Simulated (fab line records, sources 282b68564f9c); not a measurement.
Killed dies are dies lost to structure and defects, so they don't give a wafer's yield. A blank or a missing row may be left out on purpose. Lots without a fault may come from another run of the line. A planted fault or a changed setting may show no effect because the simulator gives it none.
A struck lot beside a sound one | flow rit_cmos | 15 steps out of a route of 202
Sound: wafers L339.1, L339.2, L339.3. Struck: wafer L344.4. (L344.3, L344.5 of the same lot were not struck and are left out.) The cause comes at the end.
At each step with rows: each side's tool, then ch and its chambers, then its first start. Under that, the readings that differ: sound wafers | struck wafers | difference of the means | sigmas: that difference in standard deviations of wafers without a fault.
alike: readings whose means differ by less than 2 such deviations, and words and numbers that are the same on both sides. not compared: withheld readings, readings that some wafer has no value for, bounds like >300 that may hide the same value, and numbers for which the record gives no deviation and whose values overlap.
The two part at a step that has a row with sigmas, a row that says differs or no value, or rows on one side only. Numbers that don't overlap but have no deviation are shown without sigmas and don't part them. A reading that every wafer of one side lacks parts them only if that side has two wafers or more.

first, 1 step without rows for these wafers: RIT_ACTIVE_OXIDATION_01 (target thk 46.8 nm, ox time 3360 s).
RIT_ACTIVE_THK_MEAS_02:
  sound on film_metro-04, day 1 17:03; struck on film_metro-04, day 2 18:04
  alike: ACTIVE_OXIDE_THK
then, 1 step without rows for these wafers: RIT_ACTIVE_CVD_03 (deposits Si3N4 from SiH2Cl2/NH3, target thk 150 nm, time 1500 s).
RIT_ACTIVE_THK_MEAS_04:
  sound on film_metro-04, day 1 18:32; struck on film_metro-04, day 2 19:33
  alike: ACTIVE_NITRIDE_THK
then, 6 steps without rows for these wafers: RIT_ACTIVE_HMDS_05 (prime time 60 s); RIT_ACTIVE_COAT_06 (resist thk 1000 nm); RIT_ACTIVE_SOFTBAKE_07 (time 60 s); RIT_ACTIVE_EXPOSE_08 (exposes mask M1, target cd 1400 nm); RIT_ACTIVE_PEB_09; RIT_ACTIVE_DEVELOP_10 (develop time 50 s).
RIT_ACTIVE_CD_MEAS_11: target cd 1400 nm.
  sound on cd_sem-02, day 1 19:26; struck on cd_sem-01, day 2 20:36
  alike: cd_nm
then, 1 step without rows for these wafers: RIT_ACTIVE_HARDBAKE_12 (time 60 s).
RIT_ACTIVE_ETCH_13: etches Si3N4 in SF6, stops on SiO2, time 210 s, target depth 210 nm.
  sound on rie_diel-02 ch 0,1,3, day 1 19:43; struck on rie_diel-02 ch 0, day 2 20:50
  reading                                     | sound                | struck | difference | sigmas
  chamber_pressure_mTorr (mTorr)              | 260.24 260.72 259.79 | 129.52 | -130.73    | -99 or more
  rf_hours_counter_h (h)                      | 119 71 4             | 120    | +55        |
  model.NOVOLAK_of_ACTIVE_COAT_06.thk_nm (nm) | 658.7 658.1 651.6    | 664.8  | +8.7       |
  alike: drypump_motor_current_A, oes_product_au, throttle_valve_pct
RIT_ACTIVE_STRIP_14: strips in O2, time 180 s.
  sound on plasma_asher-02 ch 0,1, day 1 19:50; struck on plasma_asher-04 ch 0, day 2 21:02
  alike: drypump_motor_current_A
  not compared: rf_hours_counter_h
RIT_M1_PROBE_99:
  sound on prober-01, day 3 14:30; struck on prober-02, day 4 14:11
  alike: killed_at_contacts, killed_at_front_end, killed_dies, killed_open, killed_short

WHERE THEY PART
Only at RIT_ACTIVE_ETCH_13, within this record. Later steps at which nothing parts them and some readings are alike: RIT_ACTIVE_STRIP_14, RIT_M1_PROBE_99.

WHY: what the simulator had put in
Process parameter drift: rie_diel-02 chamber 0, from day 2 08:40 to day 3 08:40, at RIT_ACTIVE_ETCH_13. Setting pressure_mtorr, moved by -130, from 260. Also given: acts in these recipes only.
